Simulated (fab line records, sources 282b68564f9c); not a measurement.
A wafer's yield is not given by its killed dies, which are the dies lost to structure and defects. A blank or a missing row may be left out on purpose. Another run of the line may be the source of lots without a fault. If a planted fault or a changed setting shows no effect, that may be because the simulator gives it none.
2 desks, one fault + flow rit-cmos + each desk holds nothing but its own numbers, with what lay behind them at the end

AT THE METROLOGY DESK
What the gauges read, lot by lot, whatever tool the lot ran on: means of the sampled wafers that have a number. If a lot's mean is further than 4 standard deviations from the usual mean, the lot is out of limits and carries the mark OUT (the distance appears in the brackets).
Columns: A = M1_AL_RS at RIT_M1_RS_MEAS_01, usual 0.0737 ohm/sq; B = M1_AL_THK at RIT_M1_THK_MEAS_02, usual 401 nm
| lot  | first seen here | A      | B   |
|------|-----------------|--------|-----|
| L656 | day 3 14:11     | 0.0737 | 400 |
| L657 | day 3 17:48     | 0.0747 | 398 |
| L659 | day 4 07:13     | 0.0739 | 396 |
| L660 | day 4 10:58     | 0.0737 | 400 |
| L661 | day 4 17:43     | 0.0744 | 398 |
| L662 | day 4 21:16     | 0.0730 | 404 |
| L664 | day 5 08:33     | 0.0730 | 405 |
| L666 | day 5 15:24     | 0.0748 | 396 |
| L671 | day 6 18:34     | 0.0717 | 415 |
| L673 | day 7 04:02     | 0.0736 | 404 |
| L674 | day 7 11:13     | 0.0741 | 398 |
| L677 | day 8 01:05     | 0.0732 | 405 |
| L678 | day 8 02:43     | 0.0727 | 411 |
This desk's finding: nothing out of limits on any of the 13 lots.

AT THE TOOL OWNER'S DESK: pvd-sputter-03
The tool's own readings at RIT_M1_SPUTTER_00 (material Al, target thk 400 nm, time 500 s): means of the sampled wafers that have a number, for each lot that ran on this tool. If a lot's mean is further than 4 standard deviations from the usual mean, the lot is out of limits and carries the mark OUT (the distance appears in the brackets).
Columns: A = throttle-valve-pct at RIT_M1_SPUTTER_00, usual 29.9 %
| lot  | first seen here | A    |
|------|-----------------|------|
| L657 | day 3 17:29     | 30.0 |
| L659 | day 4 06:55     | 29.9 |
| L661 | day 4 17:25     | 30.0 |
| L671 | day 6 18:13     | 30.6 |
This desk's finding: nothing out of limits on any of the 4 lots.

PUT TOGETHER
The metrology desk saw nothing out of limits.
Nothing out of limits was seen by the tool owner's desk.

WHAT WAS PUT IN BY THE SIMULATOR
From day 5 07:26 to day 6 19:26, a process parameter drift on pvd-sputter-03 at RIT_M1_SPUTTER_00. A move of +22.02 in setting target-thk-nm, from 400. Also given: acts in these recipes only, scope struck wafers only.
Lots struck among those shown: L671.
